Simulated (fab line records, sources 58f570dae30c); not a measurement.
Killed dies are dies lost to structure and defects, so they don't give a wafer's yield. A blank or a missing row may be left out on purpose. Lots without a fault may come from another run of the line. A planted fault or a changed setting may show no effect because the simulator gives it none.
Which tool did it? | flow berkeley_cmos170 | 14 lots, 42 wafers sampled, at 6 steps of a route of 331

WHAT THE GAUGES READ, wafer by wafer
UCB170_ACTIVE_CD_MEAS_90: target cd 1200 nm.
lot  | measured    | on        | cd_nm (nm)
L854 | day 4 17:42 | cd_sem-01 | 1199.3 1197.4 1197.7
L855 | day 5 01:26 | cd_sem-01 | 1202.5 1200.8 1201.1
L856 | day 5 01:38 | cd_sem-02 | 1198.4 1198.6 1200.8
L858 | day 5 13:17 | cd_sem-01 | 1200.2 1201.0 1199.6
L857 | day 5 13:34 | cd_sem-01 | 1202.2 1201.5 1201.3
L860 | day 6 00:45 | cd_sem-02 | 1200.6 1200.0 1201.5
L863 | day 6 23:02 | cd_sem-01 | 1200.6 1200.2 1200.5
L865 | day 7 03:51 | cd_sem-01 | 1198.9 1200.8 1198.5
L864 | day 7 04:06 | cd_sem-02 | 1199.2 1199.3 1199.1
L866 | day 7 12:32 | cd_sem-01 | 1200.3 1201.1 1199.4
L871 | day 8 13:31 | cd_sem-02 | 1199.5 1198.5 1198.7
L873 | day 8 21:14 | cd_sem-01 | 1201.9 1201.2 1202.8
L874 | day 9 05:47 | cd_sem-02 | 1198.9 1197.3 1198.6
L876 | day 9 06:04 | cd_sem-01 | 1201.2 1200.8 1202.3

UCB170_SCREENOX_THK_MEAS_02.
lot  | measured     | on            | SCREENOX_OXIDE_THK (nm)
L854 | day 6 01:53  | film_metro-04 | 14.22 14.33 13.96
L855 | day 6 11:50  | film_metro-01 | 14.27 14.31 14.14
L856 | day 6 11:49  | film_metro-02 | 14.06 14.16 13.90
L858 | day 6 23:56  | film_metro-02 | 13.94 13.92 13.96
L857 | day 6 23:58  | film_metro-01 | 14.53 14.83 14.70
L860 | day 7 08:40  | film_metro-01 | 14.37 14.39 14.25
L863 | day 8 10:15  | film_metro-02 | 14.43 14.55 14.33
L865 | day 8 10:14  | film_metro-01 | 14.24 14.01 14.30
L864 | day 8 10:15  | film_metro-04 | 14.24 14.28 14.18
L866 | day 8 21:46  | film_metro-02 | 14.23 14.23 14.18
L871 | day 9 20:53  | film_metro-04 | 14.53 14.64 14.36
L873 | day 10 01:14 | film_metro-01 | 14.50 14.45 14.43
L874 | day 10 08:53 | film_metro-01 | 14.42 14.34 14.35
L876 | day 10 08:50 | film_metro-01 | 13.94 14.47 14.21

UCB170_GATE_OVL_MEAS_13.
lot  | measured     | on         | GATE_OVL (nm)
L854 | day 7 02:53  | overlay-02 | -6 12 -7
L855 | day 7 13:32  | overlay-02 | 13 15 9
L856 | day 7 13:17  | overlay-02 | 8 9 7
L858 | day 8 05:01  | overlay-02 | -6 3 2
L857 | day 8 05:08  | overlay-01 | -8 5 4
L860 | day 8 13:26  | overlay-02 | 10 5 8
L863 | day 9 13:32  | overlay-01 | 12 1 2
L865 | day 9 13:40  | overlay-02 | 5 -4 -2
L864 | day 9 13:18  | overlay-02 | 0 11 11
L866 | day 9 23:02  | overlay-01 | 5 2 6
L871 | day 11 00:22 | overlay-02 | -2 3 9
L873 | day 11 00:35 | overlay-01 | 0 10 9
L874 | day 11 07:13 | overlay-02 | 0 1 7
L876 | day 11 07:10 | overlay-01 | 5 -3 12

UCB170_NLDD_TW_MEAS_11.
lot  | measured     | on            | NLDD_TW
L854 | day 7 07:47  | film_metro-02 | 2222 2211 2229
L855 | day 7 17:40  | film_metro-01 | 2233 2217 2226
L856 | day 7 17:12  | film_metro-02 | 2220 2207 2215
L858 | day 8 09:49  | film_metro-04 | 2200 2202 2198
L857 | day 8 09:22  | film_metro-04 | 2212 2202 2199
L860 | day 8 17:32  | film_metro-04 | 2209 2213 2212
L863 | day 10 00:28 | film_metro-02 | 2214 2220 2214
L865 | day 10 00:11 | film_metro-01 | 2217 2234 2237
L864 | day 9 23:06  | film_metro-01 | 2224 2223 2226
L866 | day 10 03:44 | film_metro-01 | 2228 2220 2226
L871 | day 11 04:37 | film_metro-04 | 2285 2268 2272
L873 | day 11 05:16 | film_metro-02 | 2236 2222 2222
L874 | day 11 12:31 | film_metro-04 | 2209 2196 2202
L876 | day 11 11:43 | film_metro-04 | 2264 2265 2267

UCB170_SDANNEAL_RS_MEAS_05: measures by four-point-probe.
lot  | measured     | on            | NLDD_RS (ohm/sq)
L854 | day 7 19:23  | film_metro-02 | 616.5 616.1 616.9
L855 | day 8 06:11  | film_metro-01 | 614.5 616.3 615.1
L856 | day 8 06:11  | film_metro-04 | 616.7 616.0 617.0
L858 | day 8 21:46  | film_metro-04 | 616.1 615.8 617.4
L857 | day 8 22:21  | film_metro-02 | 615.9 616.6 615.7
L860 | day 9 05:11  | film_metro-02 | 616.3 616.8 615.5
L863 | day 10 09:04 | film_metro-04 | 613.8 614.0 612.3
L865 | day 10 08:48 | film_metro-02 | 615.8 614.2 613.5
L864 | day 10 08:35 | film_metro-01 | 617.2 616.9 615.5
L866 | day 10 17:54 | film_metro-02 | 614.5 616.3 612.8
L871 | day 11 16:01 | film_metro-04 | 582.7 582.6 582.8
L873 | day 11 16:25 | film_metro-01 | 616.5 615.6 615.8
L874 | day 11 23:42 | film_metro-02 | 615.9 616.2 616.2
L876 | day 11 23:25 | film_metro-04 | 585.5 585.2 583.9

WHICH TOOL RAN EACH LOT (tool, then ch and the chambers of the sampled wafers, then the start)
lot  | UCB170_NLDD_IMPLANT_08
L854 | implanter-03 ch 0, day 7 07:24
L855 | implanter-03 ch 0, day 7 17:17
L856 | implanter-02 ch 0, day 7 16:48
L858 | implanter-03 ch 0, day 8 09:25
L857 | implanter-04 ch 0, day 8 08:59
L860 | implanter-02 ch 0, day 8 17:08
L863 | implanter-02 ch 0, day 10 00:05
L865 | implanter-03 ch 0, day 9 23:47
L864 | implanter-02 ch 0, day 9 22:43
L866 | implanter-03 ch 0, day 10 03:20
L871 | implanter-03 ch 0, day 11 04:14
L873 | implanter-04 ch 0, day 11 04:52
L874 | implanter-02 ch 0, day 11 12:07
L876 | implanter-03 ch 0, day 11 11:20
- UCB170_NLDD_IMPLANT_08

WHAT THE TOOLS THEMSELVES READ (means of the sampled wafers that have a number; where no wafer has one, the mark that the record gives instead)
UCB170_NLDD_IMPLANT_08.
lot  | tool         | beam_energy_keV
L854 | implanter-03 | 29.996
L855 | implanter-03 | 29.987
L856 | implanter-02 | 29.996
L858 | implanter-03 | 29.992
L857 | implanter-04 | 30.005
L860 | implanter-02 | 30.005
L863 | implanter-02 | 29.997
L865 | implanter-03 | 30.005
L864 | implanter-02 | 29.996
L866 | implanter-03 | 30.004
L871 | implanter-03 | 36.606
L873 | implanter-04 | 30.006
L874 | implanter-02 | 30.011
L876 | implanter-03 | 36.593

THE ANSWER, worked out from the rows above alone
Rule: what is usual is taken from the lots themselves. Put in order of their means at a reading, lots are off if they are a third of the lots or fewer, leave a main group of 4 or more, and stand apart from it by a gap of 3 or more times the standard deviation of the main group's means; of several such gaps the widest counts. A main group whose means are all the same, to the digits that the tables above print for the reading, isn't used. A lot without any number at a reading at which 4 lots or more have one is off too. The other lots that the step has rows for count as sound. The gauges are gone through in route order, then the tools' own readings, and for those a lot's mean is taken as printed above. The first step at which some lot is off is used, and at that step the reading that is off furthest; a lot without a number counts as furthest.
Off: L871, L876, at UCB170_NLDD_TW_MEAS_11 (NLDD_TW). The main group: mean 2217, standard deviation 9.8.
A tool fits if, at a process step before that reading, it ran every lot that is off, and no sound lot after the first of them. The gauges at UCB170_NLDD_TW_MEAS_11 aren't tried: what is off there is off at UCB170_NLDD_IMPLANT_08 too, on other tools, and a gauge's error can't cause that. One fits: implanter-03 at UCB170_NLDD_IMPLANT_08. Its last sound lot is L866 (day 10 03:20), its first lot that is off L871 (day 11 04:14): a fault that began between those two fits.
The tool's own readings at UCB170_NLDD_IMPLANT_08 bear it out: on the lots that are off they differ by more than 5 times the standard deviation of the sound lots' means. beam_energy_keV reads 36.600 there against 30.000 on the sound lots.

WHAT THE SIMULATOR HAD PUT IN
Process parameter drift: implanter-03, from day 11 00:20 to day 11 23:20, at UCB170_NLDD_IMPLANT_08. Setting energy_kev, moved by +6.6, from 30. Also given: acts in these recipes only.
Lots struck among those shown: L871, L876. The rule above found the same.
